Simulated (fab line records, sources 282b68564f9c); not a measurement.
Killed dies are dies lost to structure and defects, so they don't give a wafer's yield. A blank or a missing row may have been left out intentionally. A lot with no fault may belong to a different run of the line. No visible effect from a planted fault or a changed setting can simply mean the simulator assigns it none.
8D (eight disciplines) problem report, filled in by code -- flow ritCmos -- the parts of the form that need people (team, actions taken, sign-off) are left out

1. THE PROBLEM
ACTIVE_OXIDE_THK at RIT_ACTIVE_THK_MEAS_02 reads a mean of 71.0 nm on 6 wafers of 2 lots; wafers without a fault read 46.8 nm with a standard deviation of 0.97. That is +25 standard deviations from the usual mean.
Earliest sighting: wafer L147.1 on filmMetro-03 at day 4 05:03. At this step, 42 wafers from 14 lots have a number in the record. Rule for "out", or "out of limits": more than 4 standard deviations from the usual mean. Any other wafer with a number is counted as sound.

2. WHAT IT IS; WHAT IT IS NOT
question,is,is not
which readings at this step,ACTIVE_OXIDE_THK,-
which lots,"L147, L150","L135, L136, L137, L138, L139, L140, L141, L142, L143, L144, L155, L156"
which wafers of those lots,all that have a number,-
read on which gauges,filmMetro-03,"filmMetro-01, filmMetro-02"
when,from day 4 05:03,"up to then (30 sound wafers); but 6 sound wafers of L155, L156 came after"

3. WHAT RULES OUT EACH SUSPECT
Counting: any tool at a process step up to the reading is kept as a suspect provided that every lot that is out went through it and no sound lot did after the first of them.
- the gauge at RIT_ACTIVE_THK_MEAS_02: kept. All the wafers that are out were read on filmMetro-03, and no step on other tools shows them out.
- furnace-03 at RIT_ACTIVE_OXIDATION_01 (target thk 46.8 nm, ox time 3360 s): kept. All lots that are out passed through it, beginning with L147 at day 4 03:07, and no sound lot followed; its final sound lot before that point was L142 at day 3 03:00.
After counting, furnace-03 at RIT_ACTIVE_OXIDATION_01 and filmMetro-03 at RIT_ACTIVE_THK_MEAS_02 remain.

4. THE CAUSE (what the simulator had put in)
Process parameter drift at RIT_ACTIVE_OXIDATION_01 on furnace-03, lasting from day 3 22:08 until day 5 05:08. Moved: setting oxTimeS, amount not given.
After counting, 2 suspects remain, this tool included.

5. THE EFFECT CHAIN, in route order
One row per reading whose mean, taken over the struck wafers that have a number, lies over 3 standard deviations from the usual. Only readings for which the record gives a usual standard deviation are gone through. hours: the time from each lot's start at the first step in this table that gives one to its start at this step, as a median over the lots. sigmas: the change in usual standard deviations.
hours,step,reading,usual,on struck wafers,change,sigmas
0,RIT_ACTIVE_THK_MEAS_02,ACTIVE_OXIDE_THK,46.8 nm,71.0,+24.2,+25
At these later measuring or inspecting steps, every struck wafer for which the step has a row has a number for every such reading, and none has moved that far: RIT_FOX1_THK_MEAS_01, RIT_NRETRO_TW_MEAS_10.

6. HOW IT WOULD HAVE BEEN CAUGHT EARLIER
Counted from the fault's start at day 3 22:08, it took 7 hours until the first out-of-limits reading at a measuring or inspecting step in this record, taken at day 4 05:03.
Of the lots that are out (2), L150 began RIT_ACTIVE_OXIDATION_01 on furnace-03 after day 4 05:03. It would have been spared by a hold on the tool at that moment.
